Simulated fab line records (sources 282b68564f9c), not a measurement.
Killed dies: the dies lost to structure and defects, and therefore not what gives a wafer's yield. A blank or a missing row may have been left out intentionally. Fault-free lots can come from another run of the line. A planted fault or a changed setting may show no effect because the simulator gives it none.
A lot that was struck, set against a sound lot    flow rit_cmos    17 steps out of a route of 202
Sound: the wafers L349.1, L349.3, L349.5. The struck wafers were L364.1, L364.2, L364.4. The cause is given at the end.
Each step with rows lists, per side, the tool, then ch with its chambers, then its first start. Under that, the readings that differ: sound wafers    struck wafers    difference of the means    sigmas: that difference in standard deviations of wafers without a fault.
alike: same words and numbers on both sides, and readings whose means sit less than 2 such deviations apart. not compared: any withheld reading, any reading some wafer has no value for, any bound like >300 that may hide the same value, and any number with overlapping values for which the record gives no deviation.
Wherever a step has rows on one side only, a row that says differs or no value, or a row with sigmas, the two part there. Numbers that have no deviation but don't overlap get no sigmas and don't part them. A reading missing from all wafers of one side parts the sides only when that side holds two or more wafers.

RIT_ACTIVE_BOW_MEAS_00:
  struck on film_metro-02, day 4 23:00; sound on film_metro-01, day 1 20:00
  alike: INCOMING_BOW
then, 1 step without rows for these wafers: RIT_ACTIVE_OXIDATION_01 (target thk 46.8 nm, ox time 3360 s).
RIT_ACTIVE_THK_MEAS_02:
  struck on film_metro-01, day 5 02:35; sound on film_metro-02, day 1 22:16
  alike: ACTIVE_OXIDE_THK
RIT_ACTIVE_CVD_03: deposits Si3N4 from SiH2Cl2/NH3, target thk 150 nm, time 1500 s.
  sound on lpcvd-01 ch 0, day 1 22:19; struck on lpcvd-01 ch 0, day 5 02:38
  no value came back on the struck wafers for nh3_flow_sccm (sccm), pressure_mtorr (mTorr); on the sound wafers nh3_flow_sccm (sccm) reads 150.6 150.2 149.8
then, 6 steps without rows for these wafers: RIT_ACTIVE_HMDS_05 (prime time 60 s); RIT_ACTIVE_COAT_06 (resist thk 1000 nm); RIT_ACTIVE_SOFTBAKE_07 (time 60 s); RIT_ACTIVE_EXPOSE_08 (exposes mask M1, target cd 1400 nm); RIT_ACTIVE_PEB_09; RIT_ACTIVE_DEVELOP_10 (develop time 50 s).
RIT_ACTIVE_CD_MEAS_11 targets a cd of 1400 nm.
  struck on cd_sem-02, day 5 05:43; sound on cd_sem-01, day 2 00:38
  alike: cd_nm
then, 1 step without rows for these wafers: RIT_ACTIVE_HARDBAKE_12 (time 60 s).
RIT_ACTIVE_ETCH_13: etches Si3N4 in SF6, stops on SiO2, time 210 s, target depth 210 nm.
  sound on rie_diel-04 ch 0,1, day 2 00:55; struck on rie_diel-01 ch 0,1,2, day 5 05:59
  alike: drypump_motor_current_A, oes_product_au, throttle_valve_pct
  not compared: rf_hours_counter_h
RIT_ACTIVE_STRIP_14: strips in O2, time 180 s.
  sound on plasma_asher-04 ch 0,1, day 2 01:03; struck on plasma_asher-01 ch 0,1, day 5 06:07
  alike: drypump_motor_current_A
  not compared: rf_hours_counter_h
RIT_ACTIVE_CD_MEAS_90 targets a cd of 1400 nm.
  struck on cd_sem-01, day 5 06:17; sound on cd_sem-02, day 2 01:13
reading     sound                 struck  difference                     sigmas
cd_nm (nm)  1404.0 1403.2 1402.7  - - -   no value on the struck wafers  
then, 1 step without rows for these wafers: RIT_ACTIVE_CLEAN_15 (cleans in SC1, time 600 s).
RIT_M1_PROBE_99:
  rows exist in the record for the struck wafers here (prober-01, day 7 03:55), but not for the sound ones

## WHERE THEY PART
First at RIT_ACTIVE_CVD_03; last, within this record, at RIT_M1_PROBE_99.

WHY: whatever the simulator had introduced
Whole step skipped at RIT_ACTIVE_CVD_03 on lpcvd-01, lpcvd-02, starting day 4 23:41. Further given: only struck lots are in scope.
